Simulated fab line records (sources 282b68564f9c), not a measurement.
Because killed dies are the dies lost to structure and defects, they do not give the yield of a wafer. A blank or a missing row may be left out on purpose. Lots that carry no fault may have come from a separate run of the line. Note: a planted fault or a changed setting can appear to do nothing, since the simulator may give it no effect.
Commonality check across tools | flow rit cmos | 48 wafers sampled across 14 lots

WHAT PROMPTED THE OPENING
Of 14 lots, 2 have the reading NRETRO_TW flagged at RIT_NRETRO_TW_MEAS_10. Fault-free wafers read 1055, with a standard deviation of 6.2.
Rule: a lot is flagged in two cases, either no wafer of it has a number, or all its wafers with numbers fall more than 4 standard deviations from that mean. All remaining lots are regarded as sound.

lot  | measured    | on            | NRETRO_TW, wafer by wafer | flag
L722 | day 2 06:39 | film metro-01 | 1053 1051 1059            |
L723 | day 2 11:02 | film metro-01 | 1053 1057 1055            |
L724 | day 2 17:13 | film metro-03 | 1065 1057 1059            |
L725 | day 2 20:16 | film metro-01 | 1053 1051 1060            |
L726 | day 3 02:31 | film metro-03 | 1064 1065 1057            |
L731 | day 4 02:56 | film metro-01 | 1065 1069 1066            |
L732 | day 4 08:09 | film metro-03 | 1054 1054 1064            |
L734 | day 4 18:43 | film metro-01 | 944 953 950 951 953 951   | FLAGGED
L737 | day 5 08:16 | film metro-01 | 1051 1050 1048            |
L736 | day 5 15:32 | film metro-03 | 949 950 950 950 950 943   | FLAGGED
L739 | day 5 21:50 | film metro-02 | 1040 1039 1042            |
L740 | day 6 02:01 | film metro-02 | 1048 1053 1048            |
L743 | day 6 14:46 | film metro-03 | 1061 1053 1063            |
L744 | day 6 20:14 | film metro-02 | 1045 1049 1046            |
Average over the flagged lots: 950; offset from the usual -106, equal to -17 standard deviations.

EACH LOT AND THE TOOL IT RAN ON
The record holds 1 process step before the reading, out of a route of 202 steps. Each cell gives the tool, then ch followed by the chambers the sampled wafers passed through, then the start.
lot  | flag    | RIT_NRETRO_IMPLANT_08
L722 |         | implanter-04 ch 0, day 2 06:20
L723 |         | implanter-04 ch 0, day 2 10:44
L724 |         | implanter-01 ch 0, day 2 16:54
L725 |         | implanter-02 ch 0, day 2 19:56
L726 |         | implanter-01 ch 0, day 3 02:11
L731 |         | implanter-04 ch 0, day 4 02:37
L732 |         | implanter-04 ch 0, day 4 07:50
L734 | FLAGGED | implanter-04 ch 0, day 4 18:25
L737 |         | implanter-02 ch 0, day 5 07:57
L736 | FLAGGED | implanter-04 ch 0, day 5 15:13
L739 |         | implanter-02 ch 0, day 5 21:31
L740 |         | implanter-01 ch 0, day 6 01:41
L743 |         | implanter-01 ch 0, day 6 14:26
L744 |         | implanter-01 ch 0, day 6 19:55
What the steps here do:
- RIT_NRETRO_IMPLANT_08
- RIT_NRETRO_TW_MEAS_10

FLAGGED OVER TOTAL, TOOL BY TOOL (the gauges that took the reading come last)
step                  | tool          | lots run | flagged | share of the flagged lots | sound lots run after its first flagged lot
RIT_NRETRO_IMPLANT_08 | implanter-01  | 5        | 0       | none                      | -
RIT_NRETRO_IMPLANT_08 | implanter-02  | 3        | 0       | none                      | -
RIT_NRETRO_IMPLANT_08 | implanter-04  | 6        | 2       | all                       | 0
RIT_NRETRO_TW_MEAS_10 | film metro-01 | 6        | 1       | some                      | 1 (L737)
RIT_NRETRO_TW_MEAS_10 | film metro-02 | 3        | 0       | none                      | -
RIT_NRETRO_TW_MEAS_10 | film metro-03 | 5        | 1       | some                      | 1 (L743)

WHAT IS ALLOWED BY THE TABLE
1 row of the table ran every flagged lot: implanter-04 at RIT_NRETRO_IMPLANT_08.
- implanter-04 at RIT_NRETRO_IMPLANT_08 ran 6 lots, 2 of them flagged. It ran its last sound lot, L732, at day 4 07:50 and its first flagged lot, L734, at day 4 18:25: a fault with its onset between the two fits. Its own readings lie more than 4 standard deviations out on every wafer of the flagged lots: beam energy keV.
Just one tool remains: implanter-04 at RIT_NRETRO_IMPLANT_08.

WHAT HAD BEEN PUT IN BY THE SIMULATOR
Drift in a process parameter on implanter-04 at RIT_NRETRO_IMPLANT_08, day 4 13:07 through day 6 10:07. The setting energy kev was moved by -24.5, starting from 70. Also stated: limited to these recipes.
Lots struck among those shown: L734, L736. Same finding as the rule above.
